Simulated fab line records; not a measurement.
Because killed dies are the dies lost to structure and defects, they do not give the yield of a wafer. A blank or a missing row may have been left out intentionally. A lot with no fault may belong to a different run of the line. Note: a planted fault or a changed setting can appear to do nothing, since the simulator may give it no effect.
Problem report, 8D (eight disciplines) form, completed by code	flow rit_cmos	the parts of the form that need people (team, actions taken, sign-off) are left out

## 1. WHAT WENT WRONG
PSD_TW at RIT_PSD_TW_MEAS_10 reads a mean of 3128 on 6 wafers of 2 lots; wafers without a fault read 3444 with a standard deviation of 21. That is -15 standard deviations from the usual mean.
Earliest sighting: wafer L149.3 on film_metro-02 at day 5 15:58. The record has a number at this step for 33 wafers belonging to 11 lots. Rule for "out" (also "out of limits"): further than 4 standard deviations from the usual mean. All remaining wafers that have a number are taken as sound.

## 2. WHAT IT IS AND WHAT IT IS NOT
question	is	is not
which readings at this step	PSD_TW	-
which lots	L149, L151	L138, L139, L140, L141, L142, L155, L157, L160, L161
which wafers of those lots	all that have a number	-
read on which gauges	film_metro-01, film_metro-02	film_metro-03
when	from day 5 15:58	up to then (15 sound wafers); but 12 sound wafers of L155, L157, L160, L161 came after

## 3. THE SUSPECTS, EACH WITH WHAT RULES IT OUT
Counting: a tool at a process step up to the reading stays a suspect if it ran every lot that is out and no sound lot after the first of them.
- the gauge at RIT_PSD_TW_MEAS_10: ruled out. Those wafers that are out were read across 2 gauges (film_metro-01, film_metro-02).
- implanter-04 at RIT_PSD_IMPLANT_08: kept. It ran every lot that is out, first L149 (day 5 15:40), and no sound lot after that. On those wafers its own readings are out: dose_ions_cm2.
Remaining after the count: implanter-04 at RIT_PSD_IMPLANT_08.

## 4. THE CAUSE (what the simulator had put in)
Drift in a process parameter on implanter-04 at RIT_PSD_IMPLANT_08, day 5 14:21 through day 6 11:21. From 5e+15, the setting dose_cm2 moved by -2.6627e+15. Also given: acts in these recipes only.
The count eliminated every tool but this one.

## 5. THE EFFECT CHAIN, in route order
Each row: a reading whose mean over the struck wafers that have a number lies more than 3 standard deviations from the usual. Only readings for which the record gives a usual standard deviation are gone through. hours: the time from each lot's start at the first step in this table that gives one to its start at this step, as a median over the lots. sigmas: the change in usual standard deviations.
hours	step	reading	usual	on struck wafers	change	sigmas
0	RIT_PSD_IMPLANT_08	beam_on_s	14.6 s	9.9	-4.7	-3.9
0	RIT_PSD_IMPLANT_08	dose_ions_cm2	5.001e+15	2.338e+15	-2.663e+15	-99 or more
0	RIT_PSD_IMPLANT_08	faraday_current_uA	10641	7294	-3347	-3.8
0	RIT_PSD_TW_MEAS_10	PSD_TW	3444	3128	-316	-15
1	RIT_SDANNEAL_RS_MEAS_04	PSD_RS	115.9 ohm/sq	126.9	+11.0	+34
Its process steps:
- RIT_PSD_IMPLANT_08

## 6. HOW IT WOULD HAVE BEEN CAUGHT EARLIER
Counted from the fault's start at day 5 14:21, it took 2 hours until the first out-of-limits reading at a measuring or inspecting step in this record, taken at day 5 15:58.
Tool's own readings at RIT_PSD_IMPLANT_08, dose_ions_cm2: out on all struck wafers the step has rows for; an alarm limit on them would have tripped on the first.
L151, from the lots that are out (2), started RIT_PSD_IMPLANT_08 on implanter-04 later than day 5 15:58. A hold on the tool at that time would have spared it.
